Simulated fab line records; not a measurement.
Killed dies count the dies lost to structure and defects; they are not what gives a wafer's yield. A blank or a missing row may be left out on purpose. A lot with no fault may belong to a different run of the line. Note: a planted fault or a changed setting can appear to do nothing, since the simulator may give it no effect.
The tool behind it: which one? :: flow berkeley-cmos170 :: 14 lots, 42 wafers sampled, at 6 steps of a route of 331

## WHAT EACH GAUGE READ, for each wafer
UCB170_NLDD_TW_MEAS_11.
lot: L988
measured: day 6 04:56
on: film-metro-01
NLDD_TW: 2203 2192 2193

lot: L989
measured: day 6 10:14
on: film-metro-01
NLDD_TW: 2197 2182 2179

lot: L990
measured: day 6 18:49
on: film-metro-01
NLDD_TW: 2187 2196 2195

lot: L991
measured: day 6 19:19
on: film-metro-02
NLDD_TW: 2215 2222 2226

lot: L992
measured: day 7 09:52
on: film-metro-01
NLDD_TW: 2184 2182 2192

lot: L993
measured: day 7 10:13
on: film-metro-03
NLDD_TW: 2245 2241 2229

lot: L998
measured: day 8 09:05
on: film-metro-01
NLDD_TW: 2309 2287 2303

lot: L999
measured: day 8 20:26
on: film-metro-03
NLDD_TW: 2244 2253 2228

lot: L101
measured: day 9 04:00
on: film-metro-01
NLDD_TW: 2291 2291 2295

lot: L105
measured: day 9 22:52
on: film-metro-03
NLDD_TW: 2257 2254 2245

lot: L108
measured: day 9 23:42
on: film-metro-01
NLDD_TW: 2180 2179 2184

lot: L109
measured: day 10 15:01
on: film-metro-02
NLDD_TW: 2228 2226 2218

lot: L110
measured: day 10 14:59
on: film-metro-01
NLDD_TW: 2215 2216 2204

lot: L111
measured: day 10 21:41
on: film-metro-03
NLDD_TW: 2229 2257 2247

UCB170_PSD_CD_MEAS_06: target cd 1200 nm.
lot: L988
measured: day 6 09:23
on: cd-sem-02
cd-nm (nm): 1201.1 1201.4 1201.4

lot: L989
measured: day 6 16:02
on: cd-sem-01
cd-nm (nm): 1198.9 1198.7 1199.9

lot: L990
measured: day 7 01:36
on: cd-sem-01
cd-nm (nm): 1200.1 1200.0 1201.2

lot: L991
measured: day 7 01:55
on: cd-sem-01
cd-nm (nm): 1199.2 1199.3 1199.8

lot: L992
measured: day 7 14:47
on: cd-sem-01
cd-nm (nm): 1201.1 1200.2 1200.8

lot: L993
measured: day 7 15:24
on: cd-sem-01
cd-nm (nm): 1199.3 1200.9 1199.4

lot: L998
measured: day 8 16:50
on: cd-sem-02
cd-nm (nm): 1201.1 1200.1 1200.4

lot: L999
measured: day 9 03:21
on: cd-sem-02
cd-nm (nm): 1200.3 1201.4 1199.6

lot: L101
measured: day 9 13:35
on: cd-sem-01
cd-nm (nm): 1200.5 1200.4 1201.1

lot: L105
measured: day 10 03:40
on: cd-sem-02
cd-nm (nm): 1201.5 1201.5 1201.3

lot: L108
measured: day 10 03:41
on: cd-sem-01
cd-nm (nm): 1200.9 1202.2 1200.8

lot: L109
measured: day 10 20:34
on: cd-sem-01
cd-nm (nm): 1200.4 1200.5 1200.2

lot: L110
measured: day 10 20:25
on: cd-sem-02
cd-nm (nm): 1198.9 1199.2 1197.4

lot: L111
measured: day 11 02:38
on: cd-sem-02
cd-nm (nm): 1201.5 1200.5 1201.8

UCB170_PSD_TW_MEAS_10.
lot: L988
measured: day 6 09:47
on: film-metro-03
PSD_TW: 2371 2362 2351

lot: L989
measured: day 6 16:26
on: film-metro-03
PSD_TW: 2363 2346 2343

lot: L990
measured: day 7 02:01
on: film-metro-02
PSD_TW: 2329 2349 2334

lot: L991
measured: day 7 02:19
on: film-metro-01
PSD_TW: 2284 2289 2295

lot: L992
measured: day 7 15:12
on: film-metro-01
PSD_TW: 2290 2288 2294

lot: L993
measured: day 7 15:47
on: film-metro-01
PSD_TW: 2295 2294 2291

lot: L998
measured: day 8 17:14
on: film-metro-03
PSD_TW: 2367 2356 2364

lot: L999
measured: day 9 03:45
on: film-metro-02
PSD_TW: 2330 2321 2328

lot: L101
measured: day 9 13:59
on: film-metro-03
PSD_TW: 2356 2354 2363

lot: L105
measured: day 10 04:04
on: film-metro-03
PSD_TW: 2364 2353 2364

lot: L108
measured: day 10 04:05
on: film-metro-02
PSD_TW: 2326 2331 2347

lot: L109
measured: day 10 20:59
on: film-metro-02
PSD_TW: 2336 2322 2338

lot: L110
measured: day 10 20:48
on: film-metro-03
PSD_TW: 2358 2343 2359

lot: L111
measured: day 11 03:02
on: film-metro-03
PSD_TW: 2349 2350 2346

UCB170_SDANNEAL_RS_MEAS_05: measurement is done with a four-point probe.
lot: L988
measured: day 6 15:29
on: film-metro-03
NLDD_RS (ohm/sq): 615.0 614.8 614.4

lot: L989
measured: day 6 19:44
on: film-metro-02
NLDD_RS (ohm/sq): 615.8 618.0 617.0

lot: L990
measured: day 7 07:59
on: film-metro-02
NLDD_RS (ohm/sq): 614.5 615.3 615.6

lot: L991
measured: day 7 07:50
on: film-metro-03
NLDD_RS (ohm/sq): 614.2 614.5 614.3

lot: L992
measured: day 7 19:20
on: film-metro-01
NLDD_RS (ohm/sq): 616.6 614.4 614.7

lot: L993
measured: day 7 19:23
on: film-metro-03
NLDD_RS (ohm/sq): 614.4 615.1 613.8

lot: L998
measured: day 8 20:24
on: film-metro-02
NLDD_RS (ohm/sq): 575.6 576.4 575.7

lot: L999
measured: day 9 07:46
on: film-metro-02
NLDD_RS (ohm/sq): 614.9 616.4 616.3

lot: L101
measured: day 9 22:12
on: film-metro-03
NLDD_RS (ohm/sq): 577.7 578.9 578.8

lot: L105
measured: day 10 10:10
on: film-metro-03
NLDD_RS (ohm/sq): 617.5 615.2 616.3

lot: L108
measured: day 10 10:00
on: film-metro-02
NLDD_RS (ohm/sq): 615.3 614.5 615.2

lot: L109
measured: day 11 03:02
on: film-metro-02
NLDD_RS (ohm/sq): 615.5 616.8 617.0

lot: L110
measured: day 11 00:38
on: film-metro-02
NLDD_RS (ohm/sq): 615.7 617.0 615.5

lot: L111
measured: day 11 06:45
on: film-metro-02
NLDD_RS (ohm/sq): 615.3 615.2 614.1

## EACH LOT AND THE TOOL THAT RAN IT (in order: tool; ch and the chambers of the sampled wafers; start)
lot: L988
UCB170_NLDD_IMPLANT_09: implanter-04 ch 0, day 6 04:41
UCB170_SPACER_CVD_00: pecvd-04 ch 1,2, day 6 05:20

lot: L989
UCB170_NLDD_IMPLANT_09: implanter-01 ch 0, day 6 09:59
UCB170_SPACER_CVD_00: pecvd-04 ch 1,2, day 6 12:56

lot: L990
UCB170_NLDD_IMPLANT_09: implanter-04 ch 0, day 6 18:34
UCB170_SPACER_CVD_00: pecvd-02 ch 0,1,2, day 6 19:14

lot: L991
UCB170_NLDD_IMPLANT_09: implanter-01 ch 0, day 6 19:05
UCB170_SPACER_CVD_00: pecvd-04 ch 1,2, day 6 19:36

lot: L992
UCB170_NLDD_IMPLANT_09: implanter-04 ch 0, day 7 09:37
UCB170_SPACER_CVD_00: pecvd-02 ch 1,2, day 7 10:07

lot: L993
UCB170_NLDD_IMPLANT_09: implanter-04 ch 0, day 7 09:58
UCB170_SPACER_CVD_00: pecvd-03 ch 0,1, day 7 10:25

lot: L998
UCB170_NLDD_IMPLANT_09: implanter-04 ch 0, day 8 08:48
UCB170_SPACER_CVD_00: pecvd-04 ch 0,1, day 8 09:19

lot: L999
UCB170_NLDD_IMPLANT_09: implanter-01 ch 0, day 8 20:11
UCB170_SPACER_CVD_00: pecvd-04 ch 0,1,2, day 8 20:40

lot: L101
UCB170_NLDD_IMPLANT_09: implanter-04 ch 0, day 9 03:46
UCB170_SPACER_CVD_00: pecvd-02 ch 0,2, day 9 05:49

lot: L105
UCB170_NLDD_IMPLANT_09: implanter-03 ch 0, day 9 22:37
UCB170_SPACER_CVD_00: pecvd-04 ch 1,2, day 9 23:12

lot: L108
UCB170_NLDD_IMPLANT_09: implanter-01 ch 0, day 9 23:28
UCB170_SPACER_CVD_00: pecvd-02 ch 0,1, day 9 23:55

lot: L109
UCB170_NLDD_IMPLANT_09: implanter-01 ch 0, day 10 14:44
UCB170_SPACER_CVD_00: pecvd-02 ch 0,1,2, day 10 16:36

lot: L110
UCB170_NLDD_IMPLANT_09: implanter-03 ch 0, day 10 14:46
UCB170_SPACER_CVD_00: pecvd-04 ch 0,2, day 10 16:36

lot: L111
UCB170_NLDD_IMPLANT_09: implanter-01 ch 0, day 10 21:26
UCB170_SPACER_CVD_00: pecvd-03 ch 0,1,2, day 10 21:56
- UCB170_NLDD_IMPLANT_09
- UCB170_SPACER_CVD_00: deposits SiO2 from TEOS/O2, target thk 376 nm, time 47 s.

## AS READ BY THE TOOLS THEMSELVES (means over the sampled wafers that have a number; for cases with no such wafer, the mark the record gives instead)
UCB170_NLDD_IMPLANT_09.
lot: L988
tool: implanter-04
beam-energy-keV: 30.000

lot: L989
tool: implanter-01
beam-energy-keV: 30.012

lot: L990
tool: implanter-04
beam-energy-keV: 29.997

lot: L991
tool: implanter-01
beam-energy-keV: 30.003

lot: L992
tool: implanter-04
beam-energy-keV: 29.997

lot: L993
tool: implanter-04
beam-energy-keV: 29.996

lot: L998
tool: implanter-04
beam-energy-keV: 40.493

lot: L999
tool: implanter-01
beam-energy-keV: 30.001

lot: L101
tool: implanter-04
beam-energy-keV: 40.504

lot: L105
tool: implanter-03
beam-energy-keV: 30.007

lot: L108
tool: implanter-01
beam-energy-keV: 30.000

lot: L109
tool: implanter-01
beam-energy-keV: 29.999

lot: L110
tool: implanter-03
beam-energy-keV: 30.007

lot: L111
tool: implanter-01
beam-energy-keV: 30.001

UCB170_SPACER_CVD_00.
lot: L988
tool: pecvd-04
heater-power-w (W): 176
pressure-mtorr (mTorr): 8986

lot: L989
tool: pecvd-04
heater-power-w (W): 243
pressure-mtorr (mTorr): 8997

lot: L990
tool: pecvd-02
heater-power-w (W): 289
pressure-mtorr (mTorr): 8986

lot: L991
tool: pecvd-04
heater-power-w (W): 221
pressure-mtorr (mTorr): 9008

lot: L992
tool: pecvd-02
heater-power-w (W): 289
pressure-mtorr (mTorr): 9006

lot: L993
tool: pecvd-03
heater-power-w (W): 253
pressure-mtorr (mTorr): 8988

lot: L998
tool: pecvd-04
heater-power-w (W): 277
pressure-mtorr (mTorr): 8992

lot: L999
tool: pecvd-04
heater-power-w (W): 227
pressure-mtorr (mTorr): 9014

lot: L101
tool: pecvd-02
heater-power-w (W): 300
pressure-mtorr (mTorr): 9011

lot: L105
tool: pecvd-04
heater-power-w (W): 199
pressure-mtorr (mTorr): 8982

lot: L108
tool: pecvd-02
heater-power-w (W): 223
pressure-mtorr (mTorr): 9014

lot: L109
tool: pecvd-02
heater-power-w (W): 256
pressure-mtorr (mTorr): 8996

lot: L110
tool: pecvd-04
heater-power-w (W): 182
pressure-mtorr (mTorr): 9001

lot: L111
tool: pecvd-03
heater-power-w (W): 280
pressure-mtorr (mTorr): 9003

## THE ANSWER, worked out from the rows above alone
Rule: the lots themselves supply what counts as usual. Put in order of their means at a reading, lots are off if they are a third of the lots or fewer, leave a main group of 4 or more, and stand apart from it by a gap of 3 or more times the standard deviation of the main group's means; of several such gaps the widest counts. The tables above print the reading to a certain number of digits; a main group whose means all agree to those digits is not used. A lot without any number at a reading at which 4 lots or more have one is off too. Where the step has rows for the other lots, those lots are counted as sound. The gauges are gone through in route order, then the tools' own readings, and for those a lot's mean is taken as printed above. The first step at which some lot is off is used, and at that step the reading that is off furthest; a lot without a number counts as furthest.
Off: at UCB170_SDANNEAL_RS_MEAS_05 (NLDD_RS), L998, L101. The main group has a mean of 615.4 ohm/sq with a standard deviation of 0.82.
If a tool, at a process step before that reading, ran all the lots that are off and no sound lot after the first of them, it fits. The gauges at UCB170_SDANNEAL_RS_MEAS_05 aren't tried: what is off there is off at UCB170_NLDD_IMPLANT_09 too, on other tools, and a gauge's error can't cause that. One fits: UCB170_NLDD_IMPLANT_09 on implanter-04. A fault onset in the window from L993 (day 7 09:58, its last sound lot) to L998 (day 8 08:48, its first lot off) fits.
On the lots that are off, the tool's own readings at UCB170_NLDD_IMPLANT_09 differ by more than 5 times the standard deviation of the sound lots' means, which bears it out; beam-energy-keV reads 40.498 there versus 30.002 on the sound lots.

## WHAT HAD BEEN PUT IN BY THE SIMULATOR
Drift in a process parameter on implanter-04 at UCB170_NLDD_IMPLANT_09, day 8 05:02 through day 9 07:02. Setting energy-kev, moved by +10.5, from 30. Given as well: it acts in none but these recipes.
Lots struck among those shown: L998, L101. The rule given above showed the same thing.
